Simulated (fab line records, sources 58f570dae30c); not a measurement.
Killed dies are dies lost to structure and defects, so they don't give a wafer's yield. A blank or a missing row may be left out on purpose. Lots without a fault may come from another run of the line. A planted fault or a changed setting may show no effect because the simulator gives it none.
Chamber matching | flow berkeley_cmos170 | UCB170_M1_ETCH_11 on rie_diel-03: 4 sister chambers
The step etches BARC in N2/H2. 16 wafers are shown with their chamber, then 8 later ones without.

WAFERS WITH THEIR CHAMBER
wafer  | chamber | throttle_valve_pct (%) | drypump_motor_current_A (A) | oes_product_au (a.u.)
L499.3 | 0       | 13.24                  | 5.9                         | 0.993
L499.4 | 3       | 12.97                  | 5.5                         | 1.008
L499.5 | 1       | 13.29                  | 5.2                         | 1.031
L506.1 | 3       | 12.96                  | 5.4                         | 1.003
L506.4 | 1       | 13.29                  | 5.2                         | 1.012
L506.6 | 3       | 12.98                  | 5.5                         | 1.003
L504.2 | 1       | 13.29                  | 5.2                         | 1.026
L504.5 | 1       | 13.29                  | 5.2                         | 1.031
L504.6 | 0       | 13.23                  | 5.9                         | 0.992
L509.4 | 0       | 13.22                  | 5.9                         | 0.990
L509.5 | 2       | 13.26                  | 5.8                         | 0.985
L509.6 | 1       | 13.28                  | 5.2                         | 1.025
L508.2 | 0       | 13.23                  | 5.8                         | 0.983
L508.5 | 1       | 13.29                  | 5.2                         | 1.022
L508.6 | 2       | 13.28                  | 5.8                         | 0.980
L516.2 | 1       | 13.29                  | 5.2                         | 1.024

SIGNATURES (means of the wafers above)
reading                 | chamber 0 | chamber 1 | chamber 2 | chamber 3 | scatter within a chamber
throttle_valve_pct      | 13.2300   | 13.2886   | 13.2700   | 12.9700   | 0.00756
drypump_motor_current_A | 5.875     | 5.200     | 5.800     | 5.467     | 0.0344
oes_product_au          | 0.98950   | 1.02443   | 0.98250   | 1.00467   | 0.00532
Rule: a wafer's distance from a chamber is the root of the sum, over the readings, of the square of ((its reading less the chamber's mean) divided by the reading's scatter). The wafer belongs to the nearest chamber; if the next one is less than 2 further off, it can't be placed. The scatter: the root of (the sum of the squares of (reading less its chamber's mean) over the shown wafers, divided by (wafers less chambers)).

WAFERS WITHOUT THEIR CHAMBER
wafer  | throttle_valve_pct (%) | drypump_motor_current_A (A) | oes_product_au (a.u.)
L516.4 | 13.24                  | 5.9                         | 0.994
L516.6 | 12.97                  | 5.5                         | 1.006
L521.2 | 12.97                  | 5.4                         | 1.006
L521.4 | 13.23                  | 5.9                         | 1.000
L521.6 | 12.97                  | 5.5                         | 1.018
L520.1 | 13.23                  | 5.9                         | 0.991
L520.3 | 13.29                  | 5.2                         | 1.026
L520.4 | 12.98                  | 5.5                         | 1.011

WHICH CHAMBER EACH WENT THROUGH
wafer  | from the rows above | in truth
L516.4 | 0                   | 0
L516.6 | 3                   | 3
L521.2 | 3                   | 3
L521.4 | 0                   | 0
L521.6 | 3                   | 3
L520.1 | 0                   | 0
L520.3 | 1                   | 1
L520.4 | 3                   | 3
Placed correctly: 8 of 8. Can't be placed from these rows: 0. Placed wrongly: 0.
